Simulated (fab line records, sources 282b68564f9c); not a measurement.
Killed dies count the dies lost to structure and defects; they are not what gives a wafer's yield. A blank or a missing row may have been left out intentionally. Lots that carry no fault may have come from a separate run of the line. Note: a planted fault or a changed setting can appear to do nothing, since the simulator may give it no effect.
A lot that was struck, set against a sound lot	flow rit-cmos	27 out of 202 route steps
Sound: wafers L553.1, L553.2, L553.6. Struck: wafers L560.1, L560.2, L560.5. The cause is given at the end.
For every step that has rows: the tool of each side, followed by ch and its chambers, followed by its first start. Under that, the readings that differ: sound wafers	struck wafers	difference of the means	sigmas: that difference in standard deviations of wafers without a fault.
alike: words and numbers the same on both sides, and readings whose means are apart by under 2 such deviations; not compared: readings that were withheld, readings missing a value for some wafer, numbers with overlapping values and no deviation given by the record, and bounds like >300 which may hide the same value.
The two part at a step that has a row with sigmas, a row that says differs or no value, or rows on one side only. When numbers do not overlap yet have no deviation, they are printed without sigmas and do not part them. A reading that every wafer of one side lacks parts them only if that side has two wafers or more.

first, 4 steps without rows for these wafers: RIT_CONTACT_SOFTBAKE_04 (time 60 s); RIT_CONTACT_EXPOSE_05 (exposes mask M11, target cd 1000 nm); RIT_CONTACT_PEB_06; RIT_CONTACT_DEVELOP_07 (develop time 120 s).
RIT_CONTACT_CD_MEAS_08: the cd target is 1000 nm.
  struck on cd-sem-01, day 4 21:31; sound on cd-sem-01, day 3 10:20
  alike: cd-nm
RIT_CONTACT_OVL_MEAS_09:
  struck on overlay-01, day 4 21:38; sound on overlay-01, day 3 10:27
  alike: CONTACT_OVL
then, 1 step without rows for these wafers: RIT_CONTACT_HARDBAKE_10 (time 60 s).
RIT_CONTACT_ETCH_11: etches SiO2 in CHF3/CF4/Ar, stops on TiSi2, target depth 480 nm, time 320 s.
  sound on rie-diel-03 ch 1,2, day 3 10:38; struck on rie-diel-04 ch 1,2, day 4 21:49
  alike: O2_flow_sccm, drypump-motor-current-A, oes-product-au, throttle-valve-pct
  not compared: rf-hours-counter-h
RIT_CONTACT_STRIP_12: strips in O2, time 180 s.
  sound on plasma-asher-01 ch 0,1, day 3 10:50; struck on plasma-asher-01 ch 0,1, day 4 22:01
  alike: drypump-motor-current-A, o2-flow-sccm
  not compared: rf-hours-counter-h
RIT_CONTACT_CD_MEAS_90: the cd target is 1000 nm.
  struck on cd-sem-01, day 4 22:11; sound on cd-sem-01, day 3 11:00
  alike: cd-nm
then, 2 steps without rows for these wafers: RIT_CONTACT_CLEAN_13 (cleans in SC1, time 600 s); RIT_CONTACT_CLEAN_14 (cleans in SC2, time 600 s).
RIT_M1_SPUTTER_00: material Al, target thk 400 nm, time 487 s.
  struck on pvd-sputter-01, day 4 22:40; sound on pvd-sputter-02, day 3 11:31
reading	sound	struck	difference	sigmas
model.Al_of_M1_SPUTTER_00.thk-nm (nm)	395.2 387.8 395.1	444.7 436.1 433.6	+45.4	
  alike: cathode-dc-power-W, throttle-valve-pct
RIT_M1_RS_MEAS_01: the measuring method here is four-point-probe.
  struck on film-metro-03, day 4 22:58; sound on film-metro-03, day 3 11:48
reading	sound	struck	difference	sigmas
M1_AL_RS (ohm/sq)	0.0744 0.0758 0.0744	0.0658 0.0673 0.0676	-0.0080	-7
RIT_M1_THK_MEAS_02: measures by xrf.
  struck on film-metro-03, day 4 23:05; sound on film-metro-03, day 3 11:55
reading	sound	struck	difference	sigmas
M1_AL_THK (nm)	389 382 390	440 432 430	+47	+8
then, 6 steps without rows for these wafers: RIT_M1_HMDS_03 (prime time 60 s); RIT_M1_COAT_04 (resist thk 1300 nm); RIT_M1_SOFTBAKE_05 (time 60 s); RIT_M1_EXPOSE_06 (exposes mask M12, target cd 2600 nm); RIT_M1_PEB_07; RIT_M1_DEVELOP_08 (develop time 68 s).
RIT_M1_CD_MEAS_09: the cd target is 2600 nm.
  struck on cd-sem-01, day 5 00:08; sound on cd-sem-01, day 3 12:59
  alike: cd-nm
RIT_M1_OVL_MEAS_10:
  struck on overlay-02, day 5 00:16; sound on overlay-01, day 3 13:07
  alike: M1_OVL
then, 1 step without rows for these wafers: RIT_M1_HARDBAKE_11 (time 120 s).
RIT_M1_METAL_ETCH_12: etches Al in Cl2/BCl3, stops on SiO2, time 165 s, target depth 600 nm.
  sound on rie-metal-02 ch 0,1, day 3 13:23; struck on rie-metal-01 ch 0,1, day 5 00:34
reading	sound	struck	difference	sigmas
oes-product-au (a.u.)	0.796 0.741 0.797	0.836 0.820 0.819	+0.047	+3
  alike: drypump-motor-current-A, throttle-valve-pct
  not compared: rf-hours-counter-h
then, 1 step without rows for these wafers: RIT_M1_STRIP_13 (strips in nmp, time 600 s).
RIT_M1_PROBE_99:
  the record has rows for the struck wafers here (prober-01, day 5 02:53) and none for the sound ones

## WHERE THEY PART
Last at RIT_M1_PROBE_99 as far as this record goes, first at RIT_M1_RS_MEAS_01.

WHY: whatever the simulator had introduced
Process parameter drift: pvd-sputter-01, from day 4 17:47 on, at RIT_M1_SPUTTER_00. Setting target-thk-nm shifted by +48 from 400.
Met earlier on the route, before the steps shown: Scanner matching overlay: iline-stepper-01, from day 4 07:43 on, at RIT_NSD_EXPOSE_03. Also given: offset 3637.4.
